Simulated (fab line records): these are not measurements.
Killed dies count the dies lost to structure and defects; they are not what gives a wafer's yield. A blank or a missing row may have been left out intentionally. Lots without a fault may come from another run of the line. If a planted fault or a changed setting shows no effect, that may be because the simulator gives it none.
Which tool is to blame? / flow rit_cmos / 12 lots, 36 wafers sampled, at 5 steps of a route of 202

== WHAT THE GAUGES SHOWED, per wafer ==
RIT_SPACER_THK_MEAS_04.
lot=L114; measured=day 3 14:20; on=film_metro-02; SPACER_NITRIDE_THK (nm)=246.2 249.0 249.1
lot=L116; measured=day 3 20:08; on=film_metro-03; SPACER_NITRIDE_THK (nm)=252.5 250.4 254.0
lot=L115; measured=day 3 20:24; on=film_metro-03; SPACER_NITRIDE_THK (nm)=248.8 247.4 248.9
lot=L117; measured=day 4 02:11; on=film_metro-03; SPACER_NITRIDE_THK (nm)=248.9 249.1 249.3
lot=L118; measured=day 4 05:40; on=film_metro-03; SPACER_NITRIDE_THK (nm)=252.2 251.4 250.5
lot=L119; measured=day 4 12:49; on=film_metro-04; SPACER_NITRIDE_THK (nm)=248.6 246.6 248.0
lot=L124; measured=day 5 05:26; on=film_metro-02; SPACER_NITRIDE_THK (nm)=245.5 247.9 247.7
lot=L127; measured=day 5 16:22; on=film_metro-03; SPACER_NITRIDE_THK (nm)=255.3 263.0 269.3
lot=L128; measured=day 5 21:35; on=film_metro-04; SPACER_NITRIDE_THK (nm)=271.5 259.9 255.0
lot=L129; measured=day 6 02:40; on=film_metro-02; SPACER_NITRIDE_THK (nm)=247.5 250.1 248.5
lot=L132; measured=day 6 17:32; on=film_metro-04; SPACER_NITRIDE_THK (nm)=252.0 249.3 249.8
lot=L136; measured=day 7 17:29; on=film_metro-02; SPACER_NITRIDE_THK (nm)=249.4 250.5 249.4

== WHAT TOOL EACH LOT RAN ON (gives the tool, then ch and the chambers of the sampled wafers, and finally the start) ==
lot=L114; RIT_NRETRO_STRIP_09=plasma_asher-04 ch 0,1, day 2 11:54; RIT_GATE_STRIP_20=plasma_asher-03 ch 0,1, day 3 01:20; RIT_NLDD_STRIP_09=plasma_asher-02 ch 0,1, day 3 10:26; RIT_SPACER_CVD_03=lpcvd-02 ch 0, day 3 12:25
lot=L116; RIT_NRETRO_STRIP_09=plasma_asher-03 ch 0,1, day 2 18:31; RIT_GATE_STRIP_20=plasma_asher-01 ch 0,1, day 3 09:59; RIT_NLDD_STRIP_09=plasma_asher-01 ch 0,1, day 3 15:42; RIT_SPACER_CVD_03=lpcvd-02 ch 1, day 3 18:13
lot=L115; RIT_NRETRO_STRIP_09=plasma_asher-03 ch 0,1, day 2 18:45; RIT_GATE_STRIP_20=plasma_asher-03 ch 0,1, day 3 10:13; RIT_NLDD_STRIP_09=plasma_asher-02 ch 0,1, day 3 16:09; RIT_SPACER_CVD_03=lpcvd-01 ch 1, day 3 18:28
lot=L117; RIT_NRETRO_STRIP_09=plasma_asher-03 ch 0,1, day 3 03:53; RIT_GATE_STRIP_20=plasma_asher-02 ch 0,1, day 3 17:04; RIT_NLDD_STRIP_09=plasma_asher-01 ch 0,1, day 3 21:32; RIT_SPACER_CVD_03=lpcvd-01 ch 1, day 4 00:16
lot=L118; RIT_NRETRO_STRIP_09=plasma_asher-02 ch 0,1, day 3 11:51; RIT_GATE_STRIP_20=plasma_asher-03 ch 0,1, day 3 18:46; RIT_NLDD_STRIP_09=plasma_asher-04 ch 0,1, day 4 00:10; RIT_SPACER_CVD_03=lpcvd-01 ch 1, day 4 02:47
lot=L119; RIT_NRETRO_STRIP_09=plasma_asher-03 ch 0,1, day 3 17:35; RIT_GATE_STRIP_20=plasma_asher-02 ch 0,1, day 4 03:46; RIT_NLDD_STRIP_09=plasma_asher-02 ch 0,1, day 4 08:55; RIT_SPACER_CVD_03=lpcvd-01 ch 0, day 4 10:52
lot=L124; RIT_NRETRO_STRIP_09=plasma_asher-03 ch 0,1, day 4 11:42; RIT_GATE_STRIP_20=plasma_asher-03 ch 0,1, day 4 18:37; RIT_NLDD_STRIP_09=plasma_asher-04 ch 0,1, day 5 00:23; RIT_SPACER_CVD_03=lpcvd-02 ch 1, day 5 02:34
lot=L127; RIT_NRETRO_STRIP_09=plasma_asher-02 ch 0,1, day 4 23:55; RIT_GATE_STRIP_20=plasma_asher-01 ch 0, day 5 07:10; RIT_NLDD_STRIP_09=plasma_asher-02 ch 0,1, day 5 12:19; RIT_SPACER_CVD_03=lpcvd-01 ch 1, day 5 14:28
lot=L128; RIT_NRETRO_STRIP_09=plasma_asher-04 ch 0,1, day 5 05:23; RIT_GATE_STRIP_20=plasma_asher-03 ch 0,1, day 5 12:06; RIT_NLDD_STRIP_09=plasma_asher-04 ch 0,1, day 5 17:34; RIT_SPACER_CVD_03=lpcvd-01 ch 1, day 5 19:40
lot=L129; RIT_NRETRO_STRIP_09=plasma_asher-04 ch 0,1, day 5 10:01; RIT_GATE_STRIP_20=plasma_asher-02 ch 0,1, day 5 17:42; RIT_NLDD_STRIP_09=plasma_asher-01 ch 0,1, day 5 22:34; RIT_SPACER_CVD_03=lpcvd-02 ch 0, day 6 00:44
lot=L132; RIT_NRETRO_STRIP_09=plasma_asher-04 ch 0,1, day 6 01:17; RIT_GATE_STRIP_20=plasma_asher-03 ch 0,1, day 6 08:26; RIT_NLDD_STRIP_09=plasma_asher-04 ch 0,1, day 6 13:31; RIT_SPACER_CVD_03=lpcvd-02 ch 0, day 6 15:36
lot=L136; RIT_NRETRO_STRIP_09=plasma_asher-03 ch 0,1, day 7 00:26; RIT_GATE_STRIP_20=plasma_asher-02 ch 0,1, day 7 07:35; RIT_NLDD_STRIP_09=plasma_asher-04 ch 0,1, day 7 12:35; RIT_SPACER_CVD_03=lpcvd-02 ch 0, day 7 14:35
- RIT_NRETRO_STRIP_09: strips in O2, time 180 s.
- RIT_GATE_STRIP_20: strips in O2, time 180 s.
- RIT_NLDD_STRIP_09: strips in O2, time 180 s.
- RIT_SPACER_CVD_03: deposits Si3N4 from SiH2Cl2/NH3, target thk 250 nm, time 3300 s.

== AS READ BY THE TOOLS THEMSELVES (means over the sampled wafers that have a number; for cases with no such wafer, the mark the record gives instead) ==
RIT_NRETRO_STRIP_09.
lot=L114; tool=plasma_asher-04; drypump_motor_current_A (A)=6.3
lot=L116; tool=plasma_asher-03; drypump_motor_current_A (A)=5.8
lot=L115; tool=plasma_asher-03; drypump_motor_current_A (A)=5.8
lot=L117; tool=plasma_asher-03; drypump_motor_current_A (A)=5.9
lot=L118; tool=plasma_asher-02; drypump_motor_current_A (A)=6.1
lot=L119; tool=plasma_asher-03; drypump_motor_current_A (A)=5.9
lot=L124; tool=plasma_asher-03; drypump_motor_current_A (A)=5.9
lot=L127; tool=plasma_asher-02; drypump_motor_current_A (A)=5.9
lot=L128; tool=plasma_asher-04; drypump_motor_current_A (A)=6.4
lot=L129; tool=plasma_asher-04; drypump_motor_current_A (A)=6.0
lot=L132; tool=plasma_asher-04; drypump_motor_current_A (A)=6.4
lot=L136; tool=plasma_asher-03; drypump_motor_current_A (A)=5.9

RIT_GATE_STRIP_20.
lot=L114; tool=plasma_asher-03; drypump_motor_current_A (A)=5.85
lot=L116; tool=plasma_asher-01; drypump_motor_current_A (A)=5.64
lot=L115; tool=plasma_asher-03; drypump_motor_current_A (A)=5.90
lot=L117; tool=plasma_asher-02; drypump_motor_current_A (A)=6.09
lot=L118; tool=plasma_asher-03; drypump_motor_current_A (A)=5.77
lot=L119; tool=plasma_asher-02; drypump_motor_current_A (A)=6.13
lot=L124; tool=plasma_asher-03; drypump_motor_current_A (A)=5.75
lot=L127; tool=plasma_asher-01; drypump_motor_current_A (A)=5.60
lot=L128; tool=plasma_asher-03; drypump_motor_current_A (A)=5.87
lot=L129; tool=plasma_asher-02; drypump_motor_current_A (A)=6.12
lot=L132; tool=plasma_asher-03; drypump_motor_current_A (A)=5.77
lot=L136; tool=plasma_asher-02; drypump_motor_current_A (A)=6.12

RIT_NLDD_STRIP_09.
lot=L114; tool=plasma_asher-02; drypump_motor_current_A (A)=5.9
lot=L116; tool=plasma_asher-01; drypump_motor_current_A (A)=5.7
lot=L115; tool=plasma_asher-02; drypump_motor_current_A (A)=6.1
lot=L117; tool=plasma_asher-01; drypump_motor_current_A (A)=5.7
lot=L118; tool=plasma_asher-04; drypump_motor_current_A (A)=6.3
lot=L119; tool=plasma_asher-02; drypump_motor_current_A (A)=6.1
lot=L124; tool=plasma_asher-04; drypump_motor_current_A (A)=6.3
lot=L127; tool=plasma_asher-02; drypump_motor_current_A (A)=6.1
lot=L128; tool=plasma_asher-04; drypump_motor_current_A (A)=6.0
lot=L129; tool=plasma_asher-01; drypump_motor_current_A (A)=5.6
lot=L132; tool=plasma_asher-04; drypump_motor_current_A (A)=6.3
lot=L136; tool=plasma_asher-04; drypump_motor_current_A (A)=6.0

RIT_SPACER_CVD_03.
lot=L114; tool=lpcvd-02; spike_tc_centre_C (C)=813.1
lot=L116; tool=lpcvd-02; spike_tc_centre_C (C)=813.2
lot=L115; tool=lpcvd-01; spike_tc_centre_C (C)=812.8
lot=L117; tool=lpcvd-01; spike_tc_centre_C (C)=813.6
lot=L118; tool=lpcvd-01; spike_tc_centre_C (C)=813.4
lot=L119; tool=lpcvd-01; spike_tc_centre_C (C)=811.5
lot=L124; tool=lpcvd-02; spike_tc_centre_C (C)=811.4
lot=L127; tool=lpcvd-01; spike_tc_centre_C (C)=825.4
lot=L128; tool=lpcvd-01; spike_tc_centre_C (C)=826.1
lot=L129; tool=lpcvd-02; spike_tc_centre_C (C)=813.5
lot=L132; tool=lpcvd-02; spike_tc_centre_C (C)=813.4
lot=L136; tool=lpcvd-02; spike_tc_centre_C (C)=814.1

== THE ANSWER, worked out from the rows above alone ==
Rule: what is usual is taken from the lots themselves. The widest of any qualifying gaps counts: lots, ordered by their means at a reading, are off when they make up no more than a third of the lots, leave a main group of 4 or more, and stand apart from it by 3 or more times the standard deviation of that group's means. If all means in a main group match to the digits the tables above print for the reading, that group is not used. A lot without any number at a reading at which 4 lots or more have one is off too. The other lots that the step has rows for count as sound. First the gauges in route order, then the tools' own readings, where a lot's mean is used as printed above. At the first step where some lot is off, the reading lying furthest off is the one used; lots without a number count as furthest.
Off: L127, L128, at RIT_SPACER_THK_MEAS_04 (SPACER_NITRIDE_THK). For the main group the mean is 249.3 nm and the standard deviation 1.6.
If a tool, at a process step before that reading, ran all the lots that are off and no sound lot after the first of them, it fits. Not tried: the gauges at RIT_SPACER_THK_MEAS_04; whatever is off there is also off at RIT_SPACER_CVD_03, on other tools, and gauge error can't account for it. One candidate fits, namely lpcvd-01 at RIT_SPACER_CVD_03. A fault onset in the window from L119 (day 4 10:52, its last sound lot) to L127 (day 5 14:28, its first lot off) fits.
On the lots that are off, the tool's own readings at RIT_SPACER_CVD_03 differ by more than 5 times the standard deviation of the sound lots' means, which bears it out; spike_tc_centre_C reads 825.8 C there versus 813.0 C on the sound lots.

== WHAT HAD BEEN PUT IN BY THE SIMULATOR ==
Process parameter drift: lpcvd-01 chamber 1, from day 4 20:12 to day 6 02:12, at RIT_SPACER_CVD_03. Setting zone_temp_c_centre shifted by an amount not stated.
Lots struck among those shown: L127, L128. The rule above reached the same finding.
